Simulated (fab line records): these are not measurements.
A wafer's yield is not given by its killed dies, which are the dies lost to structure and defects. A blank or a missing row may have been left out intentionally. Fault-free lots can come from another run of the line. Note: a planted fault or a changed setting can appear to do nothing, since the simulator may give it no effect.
Problem report, 8D (eight disciplines) form, completed by code	flow rit-cmos	the parts of the form that need people (team, actions taken, sign-off) are left out

== 1. PROBLEM STATEMENT ==
Wafers without a fault read 0.775 a.u., standard deviation 0.016; oes-product-au at RIT_M1_METAL_ETCH_12 reads a mean of 0.679 a.u. on 2 wafers belonging to 2 lots. Relative to the usual mean, that is a shift of -6.0 standard deviations.
The step: etches Al in Cl2/BCl3, stops on SiO2, time 165 s, target depth 600 nm.
First observed at day 6 23:11: wafer L713.1, on rie-metal-01. Wafers with a number at this step in the record: 42, from 14 lots. The rule behind "out" and "out of limits": a value lying over 4 standard deviations away from the usual mean. The rest of the wafers with a number are treated as sound.

== 2. WHAT IT IS; WHAT IT IS NOT ==
question	is	is not
which readings at this step	oes-product-au	drypump-motor-current-A, he-backside-leak-sccm, throttle-valve-pct
which lots	L713, L715	L696, L697, L698, L700, L701, L705, L706, L707, L712, L714, L717, L719
which wafers of those lots	L713.1, L715.3	L713.2, L713.3, L715.1, L715.6
read on which tools	rie-metal-01	rie-metal-03, rie-metal-04
when	from day 6 23:11	up to then (29 sound wafers); but 11 sound wafers of L714, L715, L717, L719 came after

== 3. SUSPECTS, AND WHAT RULES EACH OUT ==
Counting: if a tool at a process step up to the reading ran every lot that is out, it stays a suspect. Sound lots after the first of them don't rule it out here, since some wafers of a struck lot are sound.
- rie-metal-01 at RIT_M1_METAL_ETCH_12 (etches Al in Cl2/BCl3, stops on SiO2, time 165 s, target depth 600 nm): kept. Ran every lot that is out, first one L713 (day 6 23:11); last sound lot up to then L707 (day 5 14:50). Its own oes-product-au readings are out on those wafers.
- Within rie-metal-01 at RIT_M1_METAL_ETCH_12, the wafers that are out were processed in chamber 1 and their sound lot-mates in chamber 0.
After counting, what remains is rie-metal-01 at RIT_M1_METAL_ETCH_12.

== 4. THE CAUSE (what the simulator had put in) ==
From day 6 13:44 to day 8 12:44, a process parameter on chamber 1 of rie-metal-01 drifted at RIT_M1_METAL_ETCH_12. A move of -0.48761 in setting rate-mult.
Counting left only this tool.

== 5. THE CHAIN OF EFFECTS, in route order ==
Rows list readings where the struck wafers' mean (over those with a number) sits beyond 3 standard deviations from the usual. Readings are gone through only where the record gives a usual standard deviation; hours: the median, over the lots, of the time from a lot's start at the first step in this table giving one to that lot's start at this step; sigmas: the change measured in usual standard deviations.
hours	step	reading	usual	on struck wafers	change	sigmas
0	RIT_M1_METAL_ETCH_12	oes-product-au	0.775 a.u.	0.679	-0.096	-6.0
1	RIT_M1_CD_MEAS_90	cd-nm	2601 nm	2613	+12	+3.9
3	RIT_M1_PROBE_99	defect-limited-yield	97.4 %	0.0	-97.4	-81
3	RIT_M1_PROBE_99	killed_at_M0_to_M3	0.0	257.5	+257.5	+99 or more
3	RIT_M1_PROBE_99	killed-dies	7	264	+257	+83
3	RIT_M1_PROBE_99	killed-on-rim	1.7	70.0	+68.3	+53
3	RIT_M1_PROBE_99	sort_bin_5_function	1.5 %	99.2	+97.8	+99 or more
3	RIT_M1_PROBE_99	sort-n-pass	257	0	-257	-83
3	RIT_M1_PROBE_99	sort-yield-pct	97.4 %	0.0	-97.4	-81
Here are the process steps it includes:
- RIT_M1_METAL_ETCH_12: etches Al in Cl2/BCl3, stops on SiO2, time 165 s, target depth 600 nm.
- RIT_M1_PROBE_99

== 6. WHAT WOULD HAVE CAUGHT IT SOONER ==
9 hours passed between the start of the fault at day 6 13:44 and the first reading out of limits in this record, taken at day 6 23:11.
